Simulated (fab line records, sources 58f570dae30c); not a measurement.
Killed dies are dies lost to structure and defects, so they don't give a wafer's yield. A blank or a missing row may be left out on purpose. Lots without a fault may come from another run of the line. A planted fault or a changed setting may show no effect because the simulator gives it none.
Which tool did it? | flow berkeley_cmos170 | 14 lots, 42 wafers sampled, at 5 steps of a route of 331

WHAT THE GAUGES READ, wafer by wafer
UCB170_PLDD_TW_MEAS_11.
lot  | measured     | on            | PLDD_TW
L271 | day 9 01:59  | film_metro-01 | 1015 1024 1016
L270 | day 9 02:14  | film_metro-04 | 1026 1033 1028
L276 | day 9 18:38  | film_metro-04 | 1027 1031 1031
L274 | day 9 19:19  | film_metro-03 | 996 1008 1005
L273 | day 9 20:09  | film_metro-01 | 1020 1021 1015
L275 | day 9 20:23  | film_metro-03 | 1006 1007 1004
L277 | day 9 20:47  | film_metro-01 | 1016 1016 1023
L278 | day 10 09:53 | film_metro-01 | 1016 1012 1012
L279 | day 10 10:07 | film_metro-03 | 1009 1012 1004
L281 | day 10 22:34 | film_metro-01 | 1014 1015 1012
L283 | day 10 23:13 | film_metro-03 | 1003 1010 1008
L286 | day 11 07:26 | film_metro-04 | 1016 1019 1024
L288 | day 11 22:03 | film_metro-01 | 1022 1020 1024
L290 | day 12 10:41 | film_metro-03 | 1007 995 1003

UCB170_NLDD_CD_MEAS_06: target cd 1200 nm.
lot  | measured     | on        | cd_nm (nm)
L271 | day 9 03:21  | cd_sem-02 | 1201.4 1202.5 1201.3
L270 | day 9 03:52  | cd_sem-02 | 1200.2 1198.3 1200.1
L276 | day 9 20:34  | cd_sem-02 | 1202.8 1201.1 1201.1
L274 | day 9 21:19  | cd_sem-02 | 1202.3 1201.5 1200.7
L273 | day 9 23:25  | cd_sem-02 | 1198.6 1198.4 1199.3
L275 | day 9 23:26  | cd_sem-01 | 1202.0 1201.0 1202.1
L277 | day 10 00:32 | cd_sem-02 | 1198.8 1199.5 1198.5
L278 | day 10 11:00 | cd_sem-02 | 1201.5 1201.8 1201.5
L279 | day 10 11:39 | cd_sem-01 | 1201.9 1199.8 1201.0
L281 | day 11 01:01 | cd_sem-02 | 1199.2 1197.6 1199.7
L283 | day 11 01:59 | cd_sem-02 | 1202.5 1202.7 1201.5
L286 | day 11 10:45 | cd_sem-01 | 1201.4 1201.3 1200.4
L288 | day 11 23:50 | cd_sem-02 | 1199.9 1199.4 1199.0
L290 | day 12 13:46 | cd_sem-02 | 1198.4 1200.1 1198.4

UCB170_SILICIDE_RS_MEAS_02: measures by four-point-probe.
lot  | measured     | on            | SILICIDE_TI_RS (ohm/sq)
L271 | day 9 16:55  | film_metro-01 | 25.9 25.9 26.0
L270 | day 9 17:11  | film_metro-04 | 26.6 27.0 26.7
L276 | day 10 11:13 | film_metro-02 | 25.6 25.7 25.6
L274 | day 10 11:13 | film_metro-01 | 25.5 26.0 25.5
L273 | day 10 11:23 | film_metro-01 | 26.3 26.6 26.7
L275 | day 10 11:48 | film_metro-04 | 25.9 26.2 25.9
L277 | day 10 11:46 | film_metro-01 | 26.3 25.9 26.6
L278 | day 11 03:12 | film_metro-04 | 26.8 26.9 39.6
L279 | day 11 03:38 | film_metro-02 | 26.9 26.6 26.2
L281 | day 11 14:33 | film_metro-02 | 38.0 25.9 26.0
L283 | day 11 16:21 | film_metro-04 | 26.3 26.6 26.7
L286 | day 12 02:10 | film_metro-04 | 26.2 26.3 25.9
L288 | day 12 15:47 | film_metro-02 | 26.0 25.8 25.7
L290 | day 13 01:01 | film_metro-02 | 26.1 25.3 26.0

UCB170_SILICIDE_THK_MEAS_03: measures by xrf.
lot  | measured     | on            | SILICIDE_TI_THK (nm)
L271 | day 9 17:01  | film_metro-01 | 30.6 30.6 30.4
L270 | day 9 17:17  | film_metro-04 | 29.6 29.2 29.5
L276 | day 10 11:20 | film_metro-02 | 31.0 31.1 31.2
L274 | day 10 11:20 | film_metro-01 | 31.4 30.8 31.4
L273 | day 10 11:30 | film_metro-01 | 30.5 30.1 29.9
L275 | day 10 11:55 | film_metro-04 | 30.2 30.0 30.2
L277 | day 10 11:52 | film_metro-01 | 30.1 30.7 30.0
L278 | day 11 03:19 | film_metro-04 | 29.4 29.2 21.1
L279 | day 11 03:43 | film_metro-02 | 29.8 29.8 30.3
L281 | day 11 14:39 | film_metro-02 | 22.2 30.7 30.5
L283 | day 11 16:28 | film_metro-04 | 29.7 29.6 29.3
L286 | day 12 02:16 | film_metro-04 | 30.0 30.0 30.3
L288 | day 12 15:54 | film_metro-02 | 30.6 30.8 30.9
L290 | day 13 01:07 | film_metro-02 | 30.6 31.4 30.7

WHICH TOOL RAN EACH LOT (tool, then ch and the chambers of the sampled wafers, then the start)
lot  | UCB170_SILICIDE_SPUTTER_01
L271 | pvd_sputter-01, day 9 16:52
L270 | pvd_sputter-02, day 9 17:07
L276 | pvd_sputter-01, day 10 11:08
L274 | pvd_sputter-02, day 10 10:58
L273 | pvd_sputter-03, day 10 11:17
L275 | pvd_sputter-01, day 10 11:46
L277 | pvd_sputter-02, day 10 11:41
L278 | pvd_sputter-02, day 11 03:09
L279 | pvd_sputter-03, day 11 03:32
L281 | pvd_sputter-02, day 11 14:29
L283 | pvd_sputter-03, day 11 16:17
L286 | pvd_sputter-01, day 12 02:07
L288 | pvd_sputter-01, day 12 15:45
L290 | pvd_sputter-01, day 13 00:56
- UCB170_SILICIDE_SPUTTER_01: material Ti, target thk 30 nm, time 25 s.

WHAT THE TOOLS THEMSELVES READ (means of the sampled wafers that have a number; where no wafer has one, the mark that the record gives instead)
UCB170_SILICIDE_SPUTTER_01.
lot  | tool           | throttle_valve_pct (%)
L271 | pvd_sputter-01 | 29.6
L270 | pvd_sputter-02 | 30.2
L276 | pvd_sputter-01 | 29.4
L274 | pvd_sputter-02 | 30.5
L273 | pvd_sputter-03 | 29.6
L275 | pvd_sputter-01 | 30.3
L277 | pvd_sputter-02 | 29.2
L278 | pvd_sputter-02 | 29.4
L279 | pvd_sputter-03 | 30.1
L281 | pvd_sputter-02 | 30.3
L283 | pvd_sputter-03 | 29.7
L286 | pvd_sputter-01 | 29.6
L288 | pvd_sputter-01 | 31.1
L290 | pvd_sputter-01 | 31.2

THE ANSWER, worked out from the rows above alone
Rule: what is usual is taken from the lots themselves. Put in order of their means at a reading, lots are off if they are a third of the lots or fewer, leave a main group of 4 or more, and stand apart from it by a gap of 3 or more times the standard deviation of the main group's means; of several such gaps the widest counts. A main group whose means are all the same, to the digits that the tables above print for the reading, isn't used. A lot without any number at a reading at which 4 lots or more have one is off too. The other lots that the step has rows for count as sound. The gauges are gone through in route order, then the tools' own readings, and for those a lot's mean is taken as printed above. The first step at which some lot is off is used, and at that step the reading that is off furthest; a lot without a number counts as furthest.
Off: L278, L281, at UCB170_SILICIDE_RS_MEAS_02 (SILICIDE_TI_RS). The main group: mean 26.1 ohm/sq, standard deviation 0.37.
A tool fits if, at a process step before that reading, it ran every lot that is off, and no sound lot after the first of them. The gauges at UCB170_SILICIDE_RS_MEAS_02 are tried like those tools. One fits: pvd_sputter-02 at UCB170_SILICIDE_SPUTTER_01. Its last sound lot is L277 (day 10 11:41), its first lot that is off L278 (day 11 03:09): a fault that began between those two fits.

WHAT THE SIMULATOR HAD PUT IN
Process parameter drift: pvd_sputter-02, from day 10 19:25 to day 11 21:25, at UCB170_SILICIDE_SPUTTER_01. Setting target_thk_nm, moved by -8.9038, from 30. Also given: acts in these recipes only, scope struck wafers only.
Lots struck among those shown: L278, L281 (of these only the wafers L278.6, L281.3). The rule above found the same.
